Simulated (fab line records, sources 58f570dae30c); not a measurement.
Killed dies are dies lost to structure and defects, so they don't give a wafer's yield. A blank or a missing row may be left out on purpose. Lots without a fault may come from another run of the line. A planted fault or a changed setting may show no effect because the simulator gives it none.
Which tool did it? | flow berkeley_cmos170 | 7 lots, 21 wafers sampled, at 3 steps of a route of 331

WHAT THE GAUGES READ, wafer by wafer
UCB170_PLDD_TW_MEAS_11.
lot  | measured     | on            | PLDD_TW
L532 | day 7 00:29  | film_metro-02 | 1005 1006 1007
L535 | day 7 14:52  | film_metro-03 | 1009 1011 1012
L539 | day 8 20:13  | film_metro-03 | 1004 1004 1008
L542 | day 9 12:47  | film_metro-03 | 1009 1005 1004
L545 | day 10 03:47 | film_metro-01 | 1014 1004 1008
L549 | day 11 04:20 | film_metro-03 | 1001 1007 1004
L553 | day 12 02:34 | film_metro-01 | 1008 1011 1007

WHICH TOOL RAN EACH LOT (tool, then ch and the chambers of the sampled wafers, then the start)
lot  | UCB170_ZERO_STRIP_07                | UCB170_PLDD_IMPLANT_08
L532 | plasma_asher-04 ch 0,1, day 2 00:16 | implanter-02 ch 0, day 7 00:05
L535 | plasma_asher-04 ch 0,1, day 2 15:19 | implanter-04 ch 0, day 7 14:28
L539 | plasma_asher-01 ch 0,1, day 3 13:34 | implanter-02 ch 0, day 8 19:49
L542 | plasma_asher-01 ch 0, day 4 04:08   | implanter-02 ch 0, day 9 12:25
L545 | plasma_asher-02 ch 0,1, day 4 21:56 | implanter-02 ch 0, day 10 03:25
L549 | plasma_asher-01 ch 0,1, day 5 11:47 | implanter-02 ch 0, day 11 03:58
L553 | plasma_asher-01 ch 0,1, day 6 15:53 | implanter-02 ch 0, day 12 02:13
- UCB170_ZERO_STRIP_07: strips in O2.
- UCB170_PLDD_IMPLANT_08

THE ANSWER, worked out from the rows above alone
Rule: what is usual is taken from the lots themselves. Put in order of their means at a reading, lots are off if they are a third of the lots or fewer, leave a main group of 4 or more, and stand apart from it by a gap of 3 or more times the standard deviation of the main group's means; of several such gaps the widest counts. A main group whose means are all the same, to the digits that the tables above print for the reading, isn't used. A lot without any number at a reading at which 4 lots or more have one is off too. The other lots that the step has rows for count as sound.
No lot is off at any reading shown: from this, nothing can be told.

WHAT THE SIMULATOR HAD PUT IN
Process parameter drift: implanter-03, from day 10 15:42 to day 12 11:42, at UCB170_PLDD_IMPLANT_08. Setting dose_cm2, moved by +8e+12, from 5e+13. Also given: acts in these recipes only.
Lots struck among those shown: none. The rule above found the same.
